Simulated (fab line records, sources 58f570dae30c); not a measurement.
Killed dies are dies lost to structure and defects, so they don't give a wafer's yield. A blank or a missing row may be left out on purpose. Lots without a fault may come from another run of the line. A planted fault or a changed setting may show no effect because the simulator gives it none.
A struck lot beside a sound one | flow berkeley_cmos170 | 14 steps out of a route of 331
Sound: wafers L263.1, L263.2, L263.4. Struck: wafers L280.3, L280.4, L280.5. The cause comes at the end.
At each step with rows: each side's tool, then ch and its chambers, then its first start. Under that, the readings that differ: sound wafers | struck wafers | difference of the means | sigmas: that difference in standard deviations of wafers without a fault.
alike: readings whose means differ by less than 2 such deviations, and words and numbers that are the same on both sides. not compared: withheld readings, readings that some wafer has no value for, bounds like >300 that may hide the same value, and numbers for which the record gives no deviation and whose values overlap.
The two part at a step that has a row with sigmas, a row that says differs or no value, or rows on one side only. Numbers that don't overlap but have no deviation are shown without sigmas and don't part them. A reading that every wafer of one side lacks parts them only if that side has two wafers or more.

UCB170_PWELL_STRIP_16: strips in O2.
  sound on plasma_asher-01 ch 0,1, day 3 21:14; struck on plasma_asher-03 ch 0,1, day 7 09:02
  alike: chamber_pressure_mTorr, drypump_motor_current_A, oes_product_au, strip_time_to_endpoint_s
  not compared: rf_hours_counter_h
UCB170_PWELL_TW_MEAS_17:
  sound on film_metro-01, day 3 21:20; struck on film_metro-04, day 7 09:08
  alike: PWELL_TW
then, 5 steps without rows for these wafers: UCB170_PWELL_CLEAN_18 (cleans in SPM, time 600 s); UCB170_PWELL_WET_ETCH_19 (etches Si3N4 in H3PO4, time 14400 s); UCB170_PWELL_WET_ETCH_20 (etches SiO2 in BOE, time 22 s); UCB170_WELLDRIVE_CLEAN_00 (cleans in SPM, time 600 s); UCB170_WELLDRIVE_OXIDATION_01 (target thk 199 nm, ox time 9000 s).
UCB170_WELLDRIVE_THK_MEAS_02:
  sound on film_metro-01, day 4 08:49; struck on film_metro-04, day 8 00:25
  alike: WELLDRIVE_OXIDE_THK
then, 4 steps without rows for these wafers: UCB170_WELLDRIVE_ANNEAL_03 (time 900 s); UCB170_WELLDRIVE_WET_ETCH_04 (etches SiO2 in BOE, time 120 s); UCB170_ACTIVE_CLEAN_00 (cleans in SPM, time 600 s); UCB170_ACTIVE_CLEAN_01 (cleans in dHF, time 60 s).
UCB170_ACTIVE_OXIDATION_02: target thk 26.4 nm, ox time 1260 s.
  sound on furnace-04 ch 0, day 4 19:10; struck on furnace-04, day 8 12:43
  no value came back on the struck wafers for ox_temp_c (C), ox_temp_c_max, zone_power_load_pct (%); on the sound wafers ox_temp_c (C) reads 1000.5 999.6 1000.1
then, 1 step without rows for these wafers: UCB170_ACTIVE_ANNEAL_04 (time 900 s).

WHERE THEY PART
Only at UCB170_ACTIVE_OXIDATION_02, within this record.

WHY: what the simulator had put in
Skipped step whole: furnace-04, from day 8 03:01 on, at UCB170_ACTIVE_OXIDATION_02. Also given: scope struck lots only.
